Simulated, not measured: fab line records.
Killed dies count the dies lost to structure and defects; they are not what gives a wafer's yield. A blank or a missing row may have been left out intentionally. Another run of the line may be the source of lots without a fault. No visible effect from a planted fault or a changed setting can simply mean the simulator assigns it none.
fab line records	flow berkeley-cmos170	part 1 of 2: steps 1 to 33 of 45
record lots=5	wafers=15	last-day=12
route steps=331 shown NLDD@158 SPACER@171 PSD@175 NSD@187 BACKSIDE@199
lots that met no fault: taken from a fault-free run of the same line
start-h: hours from the record's first day to the start of the lot's first wafer shown	wait-h: hours since the lot's step before	" identical to the entry in the row above	L1.1+2: several wafers, shown together as one row	- value missing, or start not given	* or withheld: withheld	< > ~ a bound
route shown NAME@n: a module of which the file shows steps, and the number in the route of the first	usual: mean/standard deviation taken from wafers without a fault	same: alike in all rows	chamber/n: place in a boat	sites: each site's reading	_std_site: standard deviation across them	_edge_site: inner sites' mean taken away from outer sites' mean	radius-mm: how far each site lies from the wafer's centre	mask NAME#n: copy n	behind: the tool/chamber that last shaped the wafer	hold: why the lot went on hold/how many hours it stayed there/how the hold came to an end	device: which transistor (n, p or np) failed to switch	end of line: tests of these same wafers at the route's end	a step with no rows: only its recipe	killed: at the first sort, the dies lost to defects and structure; wafer yield is something else	map: per-die view of a wafer (x killed, . not killed, _ where there is no die)
set.NAME: the setting as run; set.NAME@STEP: as run at that earlier step	model.NAME: the simulator's own value behind a step, which no gauge read
a table for each step, a row for each wafer; lots at some steps of the route
services: the hour from which a tool's chamber was out of use, counted from the record's first day as start-h (under 0 if before that day), plus the number of hours and why
## steps
# step UCB170_NLDD_HMDS_00
# recipe prime-time-s=60	prime-temp-c=100
# usual prime-temp-c=100.01/0.1
lot.wafer	tool	chamber	start-h	wait-h	prime-temp-c
L076.1	litho-track-03	0	145.32	0.2	99.79
L076.3	"	0	"	"	99.94
L076.4	"	0	"	"	99.88
L077.3	litho-track-04	0	145.67	0.1	100.01
L077.5	"	0	"	"	100.01
L077.6	"	0	"	"	99.95
L087.2	litho-track-04	0	198.35	0.2	100.06
L087.4	"	0	"	"	100.10
L087.5	"	0	"	"	100.07
L086.2	litho-track-03	0	198.76	0.3	99.86
L086.4	"	0	"	"	100.03
L086.6	"	0	"	"	100.18
L096.1	litho-track-02	0	244.85	0.0	100.08
L096.5	"	0	"	"	99.95
L096.6	"	0	"	"	100.03
# step UCB170_NLDD_COAT_01
# recipe resist=KrF	spin-rpm=1500	resist-thk-nm=900
lot.wafer	tool	chamber	start-h	wait-h
L076.1+3+4	litho-track-03	0	145.47	0.1
L077.3+5+6	litho-track-04	0	145.82	0.1
L087.2+4+5	litho-track-04	0	198.50	0.1
L086.2+4+6	litho-track-03	0	198.91	0.1
L096.1+5+6	litho-track-02	0	245.00	0.1
# step UCB170_NLDD_SOFTBAKE_02
# recipe resist=KrF	temp-c=130	time-s=60
lot.wafer	tool	chamber	start-h	wait-h
L076.1+3+4	litho-track-03	0	145.62	0.1
L077.3+5+6	litho-track-04	0	145.97	0.1
L087.2+4+5	litho-track-04	0	198.65	0.1
L086.2+4+6	litho-track-03	0	199.06	0.1
L096.1+5+6	litho-track-02	0	245.15	0.1
# step UCB170_NLDD_EXPOSE_03
# recipe mask-id=NSELECT	na=0.5	sigma-outer=0.6	source-shape=conventional	target-cd-nm=1200	dose-mj=30
lot.wafer	tool	chamber	start-h	wait-h	mask
L076.1+3+4	krf-scanner-02	0	146.01	0.4	NSELECT#0
L077.3+5+6	krf-scanner-01	0	146.29	0.3	NSELECT#0
L087.2+4+5	krf-scanner-01	0	198.92	0.2	NSELECT#0
L086.2+4+6	krf-scanner-02	0	199.33	0.2	NSELECT#0
L096.1+5+6	krf-scanner-02	0	245.30	0.1	NSELECT#0
# step UCB170_NLDD_PEB_04
# recipe peb-temp-c=130	peb-time-s=withheld	resist=KrF
lot.wafer	tool	chamber	start-h	wait-h
L076.1+3+4	litho-track-02	0	146.22	0.2
L077.3+5+6	litho-track-02	0	146.55	0.2
L087.2+4+5	litho-track-03	0	199.66	0.7
L086.2+4+6	litho-track-02	0	199.94	0.6
L096.1+5+6	litho-track-04	0	245.87	0.6
# step UCB170_NLDD_DEVELOP_05
# recipe developer=TMAH	develop-time-s=45	resist=KrF	dev-temp-c=21
lot.wafer	tool	chamber	start-h	wait-h
L076.1+3+4	litho-track-02	0	-	-
L077.3+5+6	litho-track-02	0	-	-
L087.2+4+5	litho-track-03	0	-	-
L086.2+4+6	litho-track-02	0	-	-
L096.1+5+6	litho-track-04	0	-	-
# step UCB170_NLDD_CD_MEAS_06
# recipe target-cd-nm=1200
# usual cd-nm=1199.3/1
lot.wafer	tool	chamber	start-h	wait-h	cd-nm
L076.1	cd-sem-02	-	146.50	-	1199.8
L076.3	"	-	"	"	1197.7
L076.4	"	-	"	"	1199.5
L077.3	cd-sem-02	-	146.81	-	1200.6
L077.5	"	-	"	"	1202.4
L077.6	"	-	"	"	1200.3
L087.2	cd-sem-02	-	199.93	-	1199.7
L087.4	"	-	"	"	1199.2
L087.5	"	-	"	"	1199.1
L086.2	cd-sem-01	-	200.21	-	1200.6
L086.4	"	-	"	"	1197.7
L086.6	"	-	"	"	1198.8
L096.1	cd-sem-02	-	246.14	-	1200.2
L096.5	"	-	"	"	1198.5
L096.6	"	-	"	"	1199.0
# step UCB170_NLDD_OVL_MEAS_07
# usual NLDD_OVL=-4/6.1
lot.wafer	tool	chamber	start-h	wait-h	NLDD_OVL[nm]
L076.1	overlay-02	-	146.62	0.1	-19
L076.3	"	-	"	"	-11
L076.4	"	-	"	"	-9
L077.3	overlay-02	-	146.90	0.1	10
L077.5	"	-	"	"	7
L077.6	"	-	"	"	4
L087.2	overlay-01	-	200.04	0.1	3
L087.4	"	-	"	"	3
L087.5	"	-	"	"	3
L086.2	overlay-01	-	200.32	0.1	-7
L086.4	"	-	"	"	-5
L086.6	"	-	"	"	-16
L096.1	overlay-02	-	246.26	0.1	-4
L096.5	"	-	"	"	-14
L096.6	"	-	"	"	-4
# step UCB170_NLDD_IMPLANT_08
# recipe species=As	dose-cm2=5e+13	energy-kev=30	tilt-deg=6.691	rotation-deg=0
lot.wafer	tool	chamber	start-h	wait-h
L076.1+3+4	implanter-03	0	146.65	0.0
L077.3+5+6	implanter-01	0	146.98	0.1
L087.2+4+5	implanter-01	0	200.09	0.0
L086.2+4+6	implanter-03	0	200.37	0.0
L096.1+5+6	implanter-03	0	246.30	0.0
# step UCB170_NLDD_IMPLANT_09
# recipe species=As	dose-cm2=5e+13	energy-kev=30	tilt-deg=7	rotation-deg=180
lot.wafer	tool	chamber	start-h	wait-h
L076.1+3+4	implanter-03	0	146.80	0.1
L077.3+5+6	implanter-01	0	147.13	0.1
L087.2+4+5	implanter-01	0	200.24	0.1
L086.2+4+6	implanter-03	0	200.52	0.1
L096.1+5+6	implanter-03	0	246.45	0.1
# step UCB170_NLDD_STRIP_10
# recipe chemistry=O2	power-w=400	pressure-mtorr=3500	platen-temp-c=withheld	o2-flow-sccm=400	overash-fraction=0.5
# usual drypump-motor-current-A=5.83/0.14	oes-product-au=0.734/0.005	strip-time-to-endpoint-s=21.61/0.06
lot.wafer	tool	chamber	start-h	wait-h	drypump-motor-current-A	oes-product-au	rf-hours-counter-h	strip-time-to-endpoint-s
L076.1	plasma-asher-04	0	146.95	0.1	5.63	0.734	34	21.59
L076.3	"	0	"	"	5.63	0.734	-	21.63
L076.4	"	1	"	"	5.75	0.736	-	21.54
L077.3	plasma-asher-01	1	147.26	0.1	5.98	0.731	-	21.60
L077.5	"	1	"	"	5.97	0.742	-	21.67
L077.6	"	0	"	"	5.86	0.732	-	21.59
L087.2	plasma-asher-04	0	200.37	0.1	5.65	0.728	41	21.55
L087.4	"	1	"	"	5.74	0.734	-	21.58
L087.5	"	0	"	"	5.63	0.729	-	21.51
L086.2	plasma-asher-02	0	200.65	0.1	5.71	0.739	49	21.54
L086.4	"	1	"	"	6.02	0.741	-	21.60
L086.6	"	1	"	"	6.02	0.734	-	21.55
L096.1	plasma-asher-01	0	246.60	0.1	5.90	0.729	16	21.56
L096.5	"	1	"	"	5.96	0.734	-	21.55
L096.6	"	0	"	"	5.91	0.743	-	21.56
# step UCB170_NLDD_TW_MEAS_11
# usual NLDD_TW=2219/16
lot.wafer	tool	chamber	start-h	wait-h	NLDD_TW
L076.1	film-metro-01	-	147.05	0.1	2201
L076.3	"	-	"	"	2196
L076.4	"	-	"	"	2190
L077.3	film-metro-02	-	147.35	0.1	2247
L077.5	"	-	"	"	2245
L077.6	"	-	"	"	2256
L087.2	film-metro-01	-	200.48	0.1	2215
L087.4	"	-	"	"	2216
L087.5	"	-	"	"	2219
L086.2	film-metro-03	-	200.76	0.1	2195
L086.4	"	-	"	"	2223
L086.6	"	-	"	"	2201
L096.1	film-metro-03	-	246.70	0.1	2213
L096.5	"	-	"	"	2196
L096.6	"	-	"	"	2192
# step UCB170_NLDD_CLEAN_12
# recipe chemistry=SPM	temp-c=120	time-s=600
lot.wafer	tool	chamber	start-h	wait-h
L076.1+3+4	wet-bench-01	0	147.11	0.1
L077.3+5+6	wet-bench-01	1	147.39	0.0
L087.2+4+5	wet-bench-04	1	200.71	0.2
L086.2+4+6	wet-bench-04	3	201.13	0.4
L096.1+5+6	wet-bench-01	1	246.76	0.1
# step UCB170_SPACER_CVD_00
# recipe material=SiO2	target-thk-nm=376	temp-c=390	precursor=TEOS/O2	time-s=47	rf-w=550	pressure-mtorr=9000
# usual heater-power-w=271/47	rf-fwd-power-W=543.1/2.1
lot.wafer	tool	chamber	start-h	wait-h	heater-power-w	rf-fwd-power-W	since-wet-clean-h
L076.1	pecvd-01	0	147.29	0.0	275	542.8	119
L076.3	"	0	"	"	273	543.2	-
L076.4	"	1	"	"	226	544.1	-
L077.3	pecvd-02	2	147.56	0.0	250	541.3	333
L077.5	"	1	"	"	282	541.7	-
L077.6	"	2	"	"	268	541.4	-
L087.2	pecvd-02	1	200.92	0.0	316	542.4	386
L087.4	"	2	"	"	242	538.3	-
L087.5	"	1	"	"	209	543.1	-
L086.2	pecvd-01	0	201.34	0.0	299	544.1	173
L086.4	"	1	"	"	253	543.6	-
L086.6	"	0	"	"	304	545.8	-
L096.1	pecvd-01	2	246.95	0.0	301	545.5	218
L096.5	"	0	"	"	212	541.5	-
L096.6	"	2	"	"	307	546.8	-
# step UCB170_SPACER_THK_MEAS_01
# recipe reads=SiO2_of_SPACER_CVD_00
# usual SPACER_TEOS_THK=376/5
lot.wafer	tool	chamber	start-h	wait-h	SPACER_TEOS_THK[nm]
L076.1	film-metro-01	-	147.35	0.0	376
L076.3	"	-	"	"	381
L076.4	"	-	"	"	384
L077.3	film-metro-04	-	147.62	0.0	371
L077.5	"	-	"	"	377
L077.6	"	-	"	"	372
L087.2	film-metro-01	-	200.97	0.0	370
L087.4	"	-	"	"	383
L087.5	"	-	"	"	379
L086.2	film-metro-04	-	201.39	0.0	375
L086.4	"	-	"	"	385
L086.6	"	-	"	"	375
L096.1	film-metro-04	-	246.99	0.0	378
L096.5	"	-	"	"	380
L096.6	"	-	"	"	382
# step UCB170_SPACER_ANNEAL_02
# recipe temp-c=900	time-s=1800	ambient=N2
# usual zone-power-source-pct=26.2/1.8
lot.wafer	tool	chamber	start-h	wait-h	zone-power-source-pct
L076.1	furnace-04	0	148.55	1.2	29.2
L076.3	"	0	"	"	30.0
L076.4	"	0	"	"	28.9
L077.3	furnace-04	0	148.55	0.9	30.0
L077.5	"	0	"	"	29.8
L077.6	"	0	"	"	29.5
L086.2	furnace-02	0	203.82	2.4	24.2
L086.4	"	0	"	"	24.2
L086.6	"	0	"	"	24.4
L087.2	furnace-02	0	203.82	2.8	24.1
L087.4	"	0	"	"	24.0
L087.5	"	0	"	"	24.1
L096.1	furnace-01	0	249.18	2.2	26.7
L096.5	"	0	"	"	26.6
L096.6	"	0	"	"	26.7
# step UCB170_SPACER_ETCHBACK_03
# recipe stop-on=Si	target=SiO2	chemistry=CHF3/CF4/Ar	CHF3_flow_sccm=50	cf4-flow-sccm=10	Ar_flow_sccm=120	pressure-mtorr=200	rf-w=500	target-depth-a=3760	time-s=100
# usual drypump-motor-current-A=5.9/0.36	oes-product-au=0.904/0.014	rf-fwd-power-W=496.8/1.5	throttle-valve-pct=6.47/0.12
lot.wafer	tool	chamber	start-h	wait-h	drypump-motor-current-A	oes-product-au	rf-fwd-power-W	rf-hours-counter-h	throttle-valve-pct
L076.1	rie-diel-01	0	150.05	0.0	5.9	0.901	494.8	6	6.44
L076.3	"	1	"	"	6.2	0.924	499.0	11	6.46
L076.4	"	2	"	"	5.5	0.931	496.7	57	6.42
L077.3	rie-diel-02	0	150.05	0.0	5.7	0.896	497.6	104	6.41
L077.5	"	1	"	"	5.6	0.898	497.8	-	6.32
L077.6	"	0	"	"	5.7	0.902	497.7	-	6.41
L086.2	rie-diel-03	2	205.32	0.0	6.3	0.922	496.1	16	6.34
L086.4	"	1	"	"	5.2	0.917	496.2	-	6.59
L086.6	"	2	"	"	6.3	0.910	497.2	-	6.34
L087.2	rie-diel-01	2	205.32	0.0	5.5	0.901	497.3	59	6.42
L087.4	"	0	"	"	5.9	0.915	498.5	8	6.45
L087.5	"	3	"	"	6.0	0.909	493.2	-	6.50
L096.1	rie-diel-01	2	250.68	0.0	5.5	0.909	496.8	60	6.42
L096.5	"	2	"	"	5.5	0.921	495.7	-	6.41
L096.6	"	1	"	"	6.2	0.925	497.1	-	6.48
# step UCB170_PSD_HMDS_00
# recipe prime-time-s=60	prime-temp-c=100
# usual prime-temp-c=100.00/0.13
lot.wafer	tool	chamber	start-h	wait-h	prime-temp-c
L076.1	litho-track-03	0	150.12	0.0	100.10
L076.3	"	0	"	"	99.93
L076.4	"	0	"	"	99.91
L077.3	litho-track-01	0	150.17	0.1	99.93
L077.5	"	0	"	"	99.83
L077.6	"	0	"	"	100.01
L087.2	litho-track-01	0	205.42	0.1	100.13
L087.4	"	0	"	"	100.01
L087.5	"	0	"	"	100.12
L086.2	litho-track-02	0	205.48	0.1	99.82
L086.4	"	0	"	"	99.72
L086.6	"	0	"	"	99.82
L096.1	litho-track-03	0	250.79	0.1	100.21
L096.5	"	0	"	"	100.00
L096.6	"	0	"	"	100.04
# step UCB170_PSD_COAT_01
# recipe resist=KrF	spin-rpm=1500	resist-thk-nm=900
lot.wafer	tool	chamber	start-h	wait-h
L076.1+3+4	litho-track-03	0	150.27	0.1
L077.3+5+6	litho-track-01	0	150.32	0.1
L087.2+4+5	litho-track-01	0	205.57	0.1
L086.2+4+6	litho-track-02	0	205.63	0.1
L096.1+5+6	litho-track-03	0	250.94	0.1
# step UCB170_PSD_SOFTBAKE_02
# recipe resist=KrF	temp-c=130	time-s=60
lot.wafer	tool	chamber	start-h	wait-h
L076.1+3+4	litho-track-03	0	150.42	0.1
L077.3+5+6	litho-track-01	0	150.47	0.1
L087.2+4+5	litho-track-01	0	205.72	0.1
L086.2+4+6	litho-track-02	0	205.78	0.1
L096.1+5+6	litho-track-03	0	251.09	0.1
# step UCB170_PSD_EXPOSE_03
# recipe mask-id=PSELECT_MOD	na=0.5	sigma-outer=0.6	source-shape=conventional	target-cd-nm=1200	dose-mj=30
lot.wafer	tool	chamber	start-h	wait-h	mask
L077.3+5+6	krf-scanner-01	0	150.85	0.4	PSELECT_MOD#0
L076.1+3+4	krf-scanner-02	0	151.05	0.6	PSELECT_MOD#0
L087.2+4+5	krf-scanner-01	0	205.87	0.1	PSELECT_MOD#0
L086.2+4+6	krf-scanner-02	0	206.13	0.3	PSELECT_MOD#0
L096.1+5+6	krf-scanner-02	0	251.56	0.4	PSELECT_MOD#0
# step UCB170_PSD_PEB_04
# recipe peb-temp-c=130	peb-time-s=withheld	resist=KrF
lot.wafer	tool	chamber	start-h	wait-h
L077.3+5+6	litho-track-01	0	151.07	0.2
L076.1+3+4	litho-track-02	0	151.17	0.1
L087.2+4+5	litho-track-02	0	206.38	0.5
L086.2+4+6	litho-track-02	0	206.65	0.5
L096.1+5+6	litho-track-01	0	251.67	0.1
# step UCB170_PSD_DEVELOP_05
# recipe developer=TMAH	develop-time-s=45	resist=KrF	dev-temp-c=21
lot.wafer	tool	chamber	start-h	wait-h
L077.3+5+6	litho-track-01	0	-	-
L076.1+3+4	litho-track-02	0	-	-
L087.2+4+5	litho-track-02	0	-	-
L086.2+4+6	litho-track-02	0	-	-
L096.1+5+6	litho-track-01	0	-	-
# step UCB170_PSD_CD_MEAS_06
# recipe target-cd-nm=1200
# usual cd-nm=1199.1/1.5
lot.wafer	tool	chamber	start-h	wait-h	cd-nm
L077.3	cd-sem-01	-	151.33	-	1198.0
L077.5	"	-	"	"	1201.6
L077.6	"	-	"	"	1199.5
L076.1	cd-sem-01	-	151.44	-	1197.2
L076.3	"	-	"	"	1197.4
L076.4	"	-	"	"	1198.1
L087.2	cd-sem-01	-	206.65	-	1199.3
L087.4	"	-	"	"	1197.9
L087.5	"	-	"	"	1199.2
L086.2	cd-sem-01	-	206.92	-	1199.8
L086.4	"	-	"	"	1199.9
L086.6	"	-	"	"	1200.6
L096.1	cd-sem-02	-	251.95	-	1200.3
L096.5	"	-	"	"	1199.6
L096.6	"	-	"	"	1201.7
# step UCB170_PSD_OVL_MEAS_07
# usual PSD_OVL=-4/5.7
lot.wafer	tool	chamber	start-h	wait-h	PSD_OVL[nm]
L077.3	overlay-01	-	151.42	0.1	-4
L077.5	"	-	"	"	-2
L077.6	"	-	"	"	3
L076.1	overlay-01	-	151.56	0.1	-1
L076.3	"	-	"	"	0
L076.4	"	-	"	"	6
L087.2	overlay-02	-	206.76	0.1	-6
L087.4	"	-	"	"	0
L087.5	"	-	"	"	-7
L086.2	overlay-01	-	207.03	0.1	-9
L086.4	"	-	"	"	-9
L086.6	"	-	"	"	-14
L096.1	overlay-01	-	252.07	0.1	-6
L096.5	"	-	"	"	4
L096.6	"	-	"	"	-9
# step UCB170_PSD_IMPLANT_08
# recipe species=B	dose-cm2=3e+15	energy-kev=20	tilt-deg=7
lot.wafer	tool	chamber	start-h	wait-h
L077.3+5+6	implanter-02	0	151.50	0.1
L076.1+3+4	implanter-04	0	151.60	0.0
L087.2+4+5	implanter-03	0	206.81	0.0
L086.2+4+6	implanter-02	0	207.09	0.0
L096.1+5+6	implanter-04	0	252.10	0.0
# step UCB170_PSD_STRIP_09
# recipe chemistry=O2	power-w=400	pressure-mtorr=3500	platen-temp-c=withheld	o2-flow-sccm=400	overash-fraction=0.5
# usual drypump-motor-current-A=5.5/0.48	oes-product-au=0.601/0.0049	strip-time-to-endpoint-s=29.39/0.074
lot.wafer	tool	chamber	start-h	wait-h	drypump-motor-current-A	oes-product-au	rf-hours-counter-h	strip-time-to-endpoint-s
L077.3	plasma-asher-03	1	151.63	0.1	4.8	0.606	-	29.39
L077.5	"	1	"	"	4.7	0.599	-	29.45
L077.6	"	0	"	"	5.1	0.598	-	29.45
L076.1	plasma-asher-01	1	151.75	0.1	5.9	0.596	5	29.40
L076.3	"	1	"	"	5.9	0.599	-	29.36
L076.4	"	0	"	"	5.8	0.609	-	29.35
L087.2	plasma-asher-03	0	206.94	0.1	5.1	0.601	49	29.36
L087.4	"	0	"	"	5.1	0.598	-	29.38
L087.5	"	1	"	"	4.8	0.592	-	29.41
L086.2	plasma-asher-01	0	207.21	0.1	5.9	0.597	11	29.36
L086.4	"	0	"	"	5.9	0.605	-	29.37
L086.6	"	1	"	"	6.0	0.613	-	29.34
L096.1	plasma-asher-03	1	252.25	0.1	4.8	0.594	55	29.45
L096.5	"	0	"	"	5.1	0.601	-	29.39
L096.6	"	1	"	"	4.8	0.596	-	29.40
# step UCB170_PSD_TW_MEAS_10
# usual PSD_TW=2332/17
lot.wafer	tool	chamber	start-h	wait-h	PSD_TW
L077.3	film-metro-02	-	151.72	0.1	2356
L077.5	"	-	"	"	2360
L077.6	"	-	"	"	2342
L076.1	film-metro-03	-	151.85	0.1	2330
L076.3	"	-	"	"	2339
L076.4	"	-	"	"	2329
L087.2	film-metro-01	-	207.05	0.1	2321
L087.4	"	-	"	"	2326
L087.5	"	-	"	"	2330
L086.2	film-metro-03	-	207.32	0.1	2323
L086.4	"	-	"	"	2299
L086.6	"	-	"	"	2314
L096.1	film-metro-02	-	252.35	0.1	2343
L096.5	"	-	"	"	2345
L096.6	"	-	"	"	2342
# step UCB170_PSD_CLEAN_11
# recipe chemistry=SPM	temp-c=120	time-s=600
lot.wafer	tool	chamber	start-h	wait-h
L076.1+3+4	wet-bench-03	2	152.02	0.2
L077.3+5+6	wet-bench-03	1	152.02	0.3
L087.2+4+5	wet-bench-03	0	207.10	0.0
L086.2+4+6	wet-bench-02	2	207.37	0.0
L096.1+5+6	wet-bench-04	3	252.50	0.1
# step UCB170_NSD_HMDS_00
# recipe prime-time-s=60	prime-temp-c=100
# usual prime-temp-c=100.01/0.15
lot.wafer	tool	chamber	start-h	wait-h	prime-temp-c
L077.3	litho-track-04	0	152.26	0.1	100.06
L077.5	"	0	"	"	100.01
L077.6	"	0	"	"	100.06
L076.1	litho-track-01	0	152.28	0.1	99.91
L076.3	"	0	"	"	99.70
L076.4	"	0	"	"	99.79
L087.2	litho-track-04	0	207.30	0.0	100.04
L087.4	"	0	"	"	100.17
L087.5	"	0	"	"	99.99
L086.2	litho-track-01	0	207.57	0.0	100.00
L086.4	"	0	"	"	99.96
L086.6	"	0	"	"	99.99
L096.1	litho-track-02	0	252.67	0.0	100.01
L096.5	"	0	"	"	100.08
L096.6	"	0	"	"	100.05
# step UCB170_NSD_COAT_01
# recipe resist=KrF	spin-rpm=1500	resist-thk-nm=900
lot.wafer	tool	chamber	start-h	wait-h
L077.3+5+6	litho-track-04	0	152.41	0.1
L076.1+3+4	litho-track-01	0	152.43	0.1
L087.2+4+5	litho-track-04	0	207.45	0.1
L086.2+4+6	litho-track-01	0	207.72	0.1
L096.1+5+6	litho-track-02	0	252.82	0.1
# step UCB170_NSD_SOFTBAKE_02
# recipe resist=KrF	temp-c=130	time-s=60
lot.wafer	tool	chamber	start-h	wait-h
L077.3+5+6	litho-track-04	0	152.56	0.1
L076.1+3+4	litho-track-01	0	152.58	0.1
L087.2+4+5	litho-track-04	0	207.60	0.1
L086.2+4+6	litho-track-01	0	207.87	0.1
L096.1+5+6	litho-track-02	0	252.97	0.1
# step UCB170_NSD_EXPOSE_03
# recipe mask-id=NSELECT_MOD	na=0.5	sigma-outer=0.6	source-shape=conventional	target-cd-nm=1200	dose-mj=30
lot.wafer	tool	chamber	start-h	wait-h	mask
L077.3+5+6	krf-scanner-01	0	152.70	0.1	NSELECT_MOD#0
L076.1+3+4	krf-scanner-02	0	152.90	0.3	NSELECT_MOD#0
L087.2+4+5	krf-scanner-01	0	207.87	0.2	NSELECT_MOD#0
L086.2+4+6	krf-scanner-01	0	208.02	0.1	NSELECT_MOD#0
L096.1+5+6	krf-scanner-01	0	253.27	0.3	NSELECT_MOD#0
